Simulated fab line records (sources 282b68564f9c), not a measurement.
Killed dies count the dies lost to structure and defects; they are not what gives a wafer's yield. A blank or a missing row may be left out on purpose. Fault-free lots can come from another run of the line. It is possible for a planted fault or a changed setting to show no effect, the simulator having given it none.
The tool behind it: which one? | flow rit-cmos | 7 lots with 21 wafers sampled at 2 steps, on a route of 202 steps

## WHAT THE GAUGES READ, wafer by wafer
RIT_WELLDRIVE_RS_MEAS_01: uses a four-point probe to measure.
lot  | measured    | on            | NWELL_RS (ohm/sq)
L179 | day 2 20:40 | film-metro-03 | 274.8 275.1 275.3
L182 | day 3 10:13 | film-metro-03 | 275.9 277.3 275.9
L185 | day 4 00:08 | film-metro-03 | 275.8 275.3 275.3
L189 | day 4 20:54 | film-metro-03 | 282.5 281.8 282.4
L191 | day 5 05:05 | film-metro-03 | 275.6 275.5 274.9
L195 | day 6 07:52 | film-metro-03 | 275.2 275.1 274.9
L199 | day 7 00:52 | film-metro-03 | 274.8 273.7 274.9

## WHAT TOOL EACH LOT RAN ON (gives the tool, then ch and the chambers of the sampled wafers, and finally the start)
lot  | RIT_NWELL_IMPLANT_08
L179 | implanter-01 ch 0, day 2 12:58
L182 | implanter-02 ch 0, day 3 01:40
L185 | implanter-02 ch 0, day 3 16:44
L189 | implanter-02 ch 0, day 4 12:19
L191 | implanter-01 ch 0, day 4 20:47
L195 | implanter-01 ch 0, day 5 16:18
L199 | implanter-01 ch 0, day 6 16:30
- RIT_NWELL_IMPLANT_08

## THE ANSWER, worked out from the rows above alone
Rule: the usual values come from the lots themselves. The widest of any qualifying gaps counts: lots, ordered by their means at a reading, are off when they make up no more than a third of the lots, leave a main group of 4 or more, and stand apart from it by 3 or more times the standard deviation of that group's means. A main group is skipped when, at the precision printed for the reading in the tables above, its means are all equal. A lot without any number at a reading at which 4 lots or more have one is off too. The other lots that the step has rows for count as sound.
Off: L189, seen at RIT_WELLDRIVE_RS_MEAS_01 (NWELL_RS). The main group: mean 275.3 ohm/sq, standard deviation 0.57.
If a tool, at a process step before that reading, ran all the lots that are off and no sound lot after the first of them, it fits. Those tools and the gauges at RIT_WELLDRIVE_RS_MEAS_01 are tried in the same way. One fits: RIT_NWELL_IMPLANT_08 on implanter-02. A fault onset in the window from L185 (day 3 16:44, its last sound lot) to L189 (day 4 12:19, its first lot off) fits.

## WHAT HAD BEEN PUT IN BY THE SIMULATOR
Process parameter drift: implanter-02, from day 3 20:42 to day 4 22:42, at RIT_NWELL_IMPLANT_08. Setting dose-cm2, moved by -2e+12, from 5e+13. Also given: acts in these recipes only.
Lots struck among those shown: L189. This agrees with what the rule above found.
